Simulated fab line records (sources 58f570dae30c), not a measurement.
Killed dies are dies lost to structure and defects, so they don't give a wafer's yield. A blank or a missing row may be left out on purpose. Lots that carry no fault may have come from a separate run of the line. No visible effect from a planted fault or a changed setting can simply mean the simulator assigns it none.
fab line records	flow berkeleyCmos170
[record] lots = 15	wafers = 45	lastDay = 13
route steps=331 shown ACTIVE@62
lots with no fault: from the same line, run without faults
startH: start of the lot's first displayed wafer, in hours after the record's first day	waitH: hours since the lot's step before	" identical to the entry in the row above	L1.1+2: one row covering several wafers at once	- either no value or no given start	* or withheld: withheld	< > ~ a bound
route shown NAME@n: NAME is a module with steps in the file, n the number in the route of the first one	usual: mean/standard deviation taken from wafers without a fault	same: alike in all rows	chamber/n: place in a boat	sites: each site's reading	_std_site: the standard deviation of these	_edge_site: mean of outer sites minus mean of inner sites	radiusMm: how far each site lies from the wafer's centre	mask NAME#n: copy n	behind: the most recent tool/chamber to have shaped the wafer	hold: why the lot was held/for how many hours/how that ended	device: which transistor (n, p or np) failed to switch	end of line: tests of these same wafers at the route's end	a step with no rows: only its recipe	killed: dies that structure and defects cost at the first sort, which is not the same as the wafer's yield	map: per-die view of a wafer (x killed, . not killed, _ where there is no die)
set.NAME: the setting the step ran with; set.NAME@STEP: the setting that earlier step ran with	model.NAME: the simulator's own value behind a step, which no gauge read
the route's steps for a sample of lots (tables are steps, rows are wafers)
services: a tool's chamber out of use, with start hour (startH, from the record's first day; less than 0 if before it), hours out, and reason
[[steps]]
[step UCB170_ACTIVE_OXIDATION_02]
[recipe] tempC = 1000	ambient = O2	targetThkA = 264	oxTimeS = 1260
[usual] spikeTcSourceC = 1025.0/1.4
lot.wafer	tool	chamber	startH	waitH	spikeTcSourceC
L631.2	furnace-04	0	88.16	4.5	1024.3
L631.4	"	0	"	"	1024.9
L631.6	"	0	"	"	1025.4
L634.1	furnace-01	0	94.65	5.7	1021.2
L634.2	"	0	"	"	1022.4
L634.5	"	0	"	"	1022.3
L635.1	furnace-02	0	102.71	5.2	1025.1
L635.4	"	0	"	"	1025.5
L635.5	"	0	"	"	1026.1
L636.2	furnace-02	0	102.71	5.2	1026.6
L636.3	"	0	"	"	1026.5
L636.6	"	0	"	"	1025.3
L637.2	furnace-04	0	109.72	2.5	1024.8
L637.3	"	0	"	"	1026.5
L637.5	"	0	"	"	1024.7
L638.2	furnace-02	0	125.69	2.5	1024.7
L638.5	"	0	"	"	1025.9
L638.6	"	0	"	"	1025.4
L640.2	furnace-02	0	125.69	0.5	1025.0
L640.5	"	0	"	"	1026.4
L640.6	"	0	"	"	1024.5
L641.3	furnace-02	0	135.96	6.1	1025.8
L641.5	"	0	"	"	1025.9
L641.6	"	0	"	"	1024.9
L642.1	furnace-02	0	146.89	4.4	1025.4
L642.4	"	0	"	"	1026.5
L642.6	"	0	"	"	1026.0
L643.1	furnace-02	0	146.89	4.4	1024.7
L643.3	"	0	"	"	1025.9
L643.6	"	0	"	"	1025.5
L644.1	furnace-02	0	146.89	3.5	1025.6
L644.2	"	0	"	"	1026.6
L644.3	"	0	"	"	1025.5
L648.3	furnace-02	0	170.17	3.1	1023.4
L648.5	"	0	"	"	1025.0
L648.6	"	0	"	"	1025.4
L649.3	furnace-02	0	170.17	3.1	1024.3
L649.4	"	0	"	"	1024.0
L649.5	"	0	"	"	1024.2
L650.3	furnace-02	0	170.17	3.1	1025.3
L650.5	"	0	"	"	1026.8
L650.6	"	0	"	"	1026.1
L654.1	furnace-04	0	199.85	5.2	1026.4
L654.2	"	0	"	"	1024.6
L654.5	"	0	"	"	1023.8
[step UCB170_ACTIVE_THK_MEAS_03]
[recipe] reads = SiO2_of_ACTIVE_OXIDATION_02
[usual] ACTIVE_OXIDE_THK = 26.4/0.52
lot.wafer	tool	chamber	startH	waitH	ACTIVE_OXIDE_THK[nm]
L631.2	filmMetro-04	-	89.52	0.0	27.0
L631.4	"	-	"	"	26.7
L631.6	"	-	"	"	26.8
L634.1	filmMetro-01	-	96.00	0.0	25.6
L634.2	"	-	"	"	25.7
L634.5	"	-	"	"	25.5
L635.1	filmMetro-04	-	104.06	0.0	26.2
L635.4	"	-	"	"	26.3
L635.5	"	-	"	"	26.6
L636.2	filmMetro-03	-	104.07	0.0	26.1
L636.3	"	-	"	"	26.2
L636.6	"	-	"	"	25.9
L637.2	filmMetro-03	-	111.08	0.0	26.6
L637.3	"	-	"	"	26.2
L637.5	"	-	"	"	26.4
L638.2	filmMetro-01	-	127.05	0.0	25.8
L638.5	"	-	"	"	26.2
L638.6	"	-	"	"	25.8
L640.2	filmMetro-04	-	127.05	0.0	26.0
L640.5	"	-	"	"	26.1
L640.6	"	-	"	"	26.3
L641.3	filmMetro-04	-	137.33	0.0	25.4
L641.5	"	-	"	"	25.7
L641.6	"	-	"	"	25.6
L642.1	filmMetro-03	-	148.24	0.0	25.9
L642.4	"	-	"	"	26.3
L642.6	"	-	"	"	26.7
L643.1	filmMetro-04	-	148.24	0.0	27.2
L643.3	"	-	"	"	27.0
L643.6	"	-	"	"	27.5
L644.1	filmMetro-01	-	148.24	0.0	26.7
L644.2	"	-	"	"	26.6
L644.3	"	-	"	"	26.4
L648.3	filmMetro-01	-	171.54	0.0	37.5
L648.5	"	-	"	"	37.5
L648.6	"	-	"	"	37.4
L649.3	filmMetro-03	-	171.54	0.0	38.5
L649.4	"	-	"	"	38.5
L649.5	"	-	"	"	38.6
L650.3	filmMetro-04	-	171.54	0.0	37.8
L650.5	"	-	"	"	37.7
L650.6	"	-	"	"	37.9
L654.1	filmMetro-03	-	201.20	0.0	26.4
L654.2	"	-	"	"	27.0
L654.5	"	-	"	"	26.7
[[services]]
tool	chamber	startH	hours	kind
furnace-04	-	84.56	2.2	pm
furnace-02	-	153.59	3.6	pm
[[key]]
[firstSign] step = UCB170_ACTIVE_THK_MEAS_03	reading = ACTIVE_OXIDE_THK	direction = up	sigmas = 22	usual = 26.4	struck = 37.9
effect none on later readings
metAt UCB170_ACTIVE_OXIDATION_02
struckLots L648,L649,L650
testerLeftOut L648,L649,L650
onsetBetween 146.89 170.17
[fault] kind = processParameterDrift	tool = furnace-02	chamber = -	onsetH = 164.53	steps = UCB170_ACTIVE_OXIDATION_02	channel = oxTimeS	offset = *	shape = step	endH = 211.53	actsIn = *	stated = *
// testerLeftOut: of these lots the tester's yield and bins aren't shown, on N5 and GAA mostly nor the transistor test; their killed dies are dies lost to structure and defects alone, not to doping, threshold or leakage, so they don't give the yield
